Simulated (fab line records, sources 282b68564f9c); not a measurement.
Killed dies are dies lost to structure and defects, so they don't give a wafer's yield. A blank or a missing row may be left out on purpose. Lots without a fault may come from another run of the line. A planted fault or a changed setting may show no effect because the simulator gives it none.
One fault seen from 2 desks | flow rit_cmos | each desk has only its own numbers; what lay behind them comes last

THE TOOL OWNER'S DESK: plasma_asher-01
The tool's own readings at RIT_NLDD_STRIP_09 (strips in O2, time 180 s): means of the sampled wafers that have a number, for each lot that ran on this tool. A lot is out of limits, marked OUT, if its mean lies more than 4 standard deviations from the usual mean; the brackets give that distance.
Columns: A = drypump_motor_current_A at RIT_NLDD_STRIP_09, usual 5.7 A; B = run_length_s at RIT_NLDD_STRIP_09, usual 208.3 s
lot  | first seen here | A   | B
L168 | day 3 02:00     | 5.3 | 208.2
L174 | day 4 08:51     | 5.7 | 208.1
L177 | day 4 23:50     | 5.7 | 208.2
L178 | day 5 03:42     | 5.4 | 72.1 (-99 or more) OUT
This desk's finding: out of limits on L178; first on L178, day 5 03:42 (run_length_s at RIT_NLDD_STRIP_09). In limits: L168, L174, L177.

THE METROLOGY DESK
What the gauges read, lot by lot, whatever tool the lot ran on: means of the sampled wafers that have a number. A lot is out of limits, marked OUT, if its mean lies more than 4 standard deviations from the usual mean; the brackets give that distance.
Columns: A = PLDD_TW at RIT_PLDD_TW_MEAS_10, usual 2355
lot  | first seen here | A
L167 | day 3 00:33     | 2340
L168 | day 3 03:37     | 2383
L169 | day 3 07:35     | 2343
L170 | day 3 14:07     | 2384
L171 | day 3 16:05     | 2382
L172 | day 3 22:45     | 2380
L173 | day 4 04:03     | 2324
L174 | day 4 10:38     | 2404
L177 | day 5 01:33     | 2326
L178 | day 5 05:23     | 30 (-89) OUT
L185 | day 6 13:32     | 2359
L188 | day 7 05:11     | 2326
L190 | day 7 15:03     | 2330
This desk's finding: out of limits on L178; first on L178, day 5 05:23 (PLDD_TW at RIT_PLDD_TW_MEAS_10). In limits: L167, L168, L169, L170, L171, L172, L173, L174, L177, L185, L188, L190.

PUT TOGETHER
The tool owner's desk could have raised an alarm at day 5 03:42, on L178.
The metrology desk could have raised an alarm at day 5 05:23, on L178.
Of the lots named, all ran RIT_NLDD_STRIP_09 on plasma_asher-01.

WHAT THE SIMULATOR HAD PUT IN
Strip aborted: plasma_asher-01, from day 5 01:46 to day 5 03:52, at RIT_NLDD_STRIP_09. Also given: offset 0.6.
Lots struck among those shown: L178.
Hours from the fault's start to each desk's first reading out of limits: the tool owner's desk, 2; the metrology desk, 4.
